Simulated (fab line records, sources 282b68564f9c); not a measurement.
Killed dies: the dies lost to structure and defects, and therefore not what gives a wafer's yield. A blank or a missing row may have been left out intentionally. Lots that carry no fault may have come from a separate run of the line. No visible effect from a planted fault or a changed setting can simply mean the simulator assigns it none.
Which of the tools did it? | flow rit-cmos | 15 lots, 45 wafers sampled, at 2 steps of a route of 202

## WHAT THE GAUGES READ, wafer by wafer
RIT_WELLDRIVE_RS_MEAS_01: the measuring method here is four-point-probe.
lot  | measured    | on            | NWELL_RS (ohm/sq)
L486 | day 2 15:01 | film-metro-01 | 275.7 275.2 275.7
L487 | day 2 17:51 | film-metro-04 | 275.3 275.0 275.4
L488 | day 2 21:06 | film-metro-01 | 275.4 275.6 275.9
L489 | day 3 05:29 | film-metro-01 | 275.9 275.9 276.1
L490 | day 3 10:32 | film-metro-02 | 274.4 274.7 274.7
L491 | day 3 14:16 | film-metro-01 | 274.8 276.4 275.8
L492 | day 4 00:57 | film-metro-01 | 284.1 283.3 284.0
L494 | day 4 08:40 | film-metro-04 | 282.8 283.1 282.9
L495 | day 4 12:18 | film-metro-04 | 282.8 282.3 282.3
L498 | day 4 23:25 | film-metro-04 | 274.8 274.7 275.1
L503 | day 6 04:01 | film-metro-04 | 275.2 274.7 275.2
L504 | day 6 08:20 | film-metro-04 | 276.4 275.1 276.0
L505 | day 6 13:34 | film-metro-01 | 276.8 276.6 276.8
L506 | day 6 23:56 | film-metro-02 | 275.3 276.3 275.6
L508 | day 7 14:04 | film-metro-01 | 276.8 276.8 276.8

## TOOL THAT RAN EACH LOT (tool first, then ch and the chambers of the sampled wafers, then the start)
lot  | RIT_NWELL_IMPLANT_08
L486 | implanter-03 ch 0, day 2 06:35
L487 | implanter-03 ch 0, day 2 09:05
L488 | implanter-03 ch 0, day 2 13:59
L489 | implanter-04 ch 0, day 2 22:29
L490 | implanter-03 ch 0, day 3 00:59
L491 | implanter-04 ch 0, day 3 04:23
L492 | implanter-04 ch 0, day 3 17:23
L494 | implanter-04 ch 0, day 3 23:45
L495 | implanter-04 ch 0, day 4 04:28
L498 | implanter-03 ch 0, day 4 15:00
L503 | implanter-03 ch 0, day 5 20:59
L504 | implanter-02 ch 0, day 6 01:19
L505 | implanter-02 ch 0, day 6 05:02
L506 | implanter-03 ch 0, day 6 14:36
L508 | implanter-02 ch 0, day 7 06:28
- RIT_NWELL_IMPLANT_08

## WHAT THE TOOLS THEMSELVES READ (means of the sampled wafers that have a number; where no wafer has one, the mark that the record gives instead)
RIT_NWELL_IMPLANT_08.
lot  | tool         | beam-on-s (s) | dose-ions-cm2
L486 | implanter-03 | 9.82          | 5e+13
L487 | implanter-03 | 9.72          | 5e+13
L488 | implanter-03 | 10.17         | 5e+13
L489 | implanter-04 | 9.95          | 5e+13
L490 | implanter-03 | 10.00         | 5e+13
L491 | implanter-04 | 10.07         | 5e+13
L492 | implanter-04 | 9.95          | 5e+13
L494 | implanter-04 | 9.88          | 5e+13
L495 | implanter-04 | 9.97          | 5e+13
L498 | implanter-03 | 10.03         | 5e+13
L503 | implanter-03 | 9.62          | 5e+13
L504 | implanter-02 | 9.93          | 5e+13
L505 | implanter-02 | 10.24         | 5e+13
L506 | implanter-03 | 10.11         | 5e+13
L508 | implanter-02 | 10.37         | 5e+13

## THE ANSWER, worked out from the rows above alone
Rule: usual is defined by the lots themselves. The widest of any qualifying gaps counts: lots, ordered by their means at a reading, are off when they make up no more than a third of the lots, leave a main group of 4 or more, and stand apart from it by 3 or more times the standard deviation of that group's means. The tables above print the reading to a certain number of digits; a main group whose means all agree to those digits is not used. Also off: a lot with no number at a reading for which 4 or more lots have one. Where the step has rows for the other lots, those lots are counted as sound. First the gauges in route order, then the tools' own readings, where a lot's mean is used as printed above. At the first step where some lot is off, the reading lying furthest off is the one used; lots without a number count as furthest.
Off: L492, L494, L495, seen at RIT_WELLDRIVE_RS_MEAS_01 (NWELL_RS). The main group: mean 275.6 ohm/sq, standard deviation 0.64.
A tool fits if, at a process step before that reading, it ran every lot that is off, and no sound lot after the first of them. Those tools and the gauges at RIT_WELLDRIVE_RS_MEAS_01 are tried in the same way. One fits: implanter-04 at RIT_NWELL_IMPLANT_08. A fault onset in the window from L491 (day 3 04:23, its last sound lot) to L492 (day 3 17:23, its first lot off) fits.

## WHAT THE SIMULATOR HAD PUT IN
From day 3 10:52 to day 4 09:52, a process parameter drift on implanter-04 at RIT_NWELL_IMPLANT_08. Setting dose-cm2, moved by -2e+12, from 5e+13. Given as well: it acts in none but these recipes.
Struck lots among those shown: L492, L494, L495. The rule given above showed the same thing.
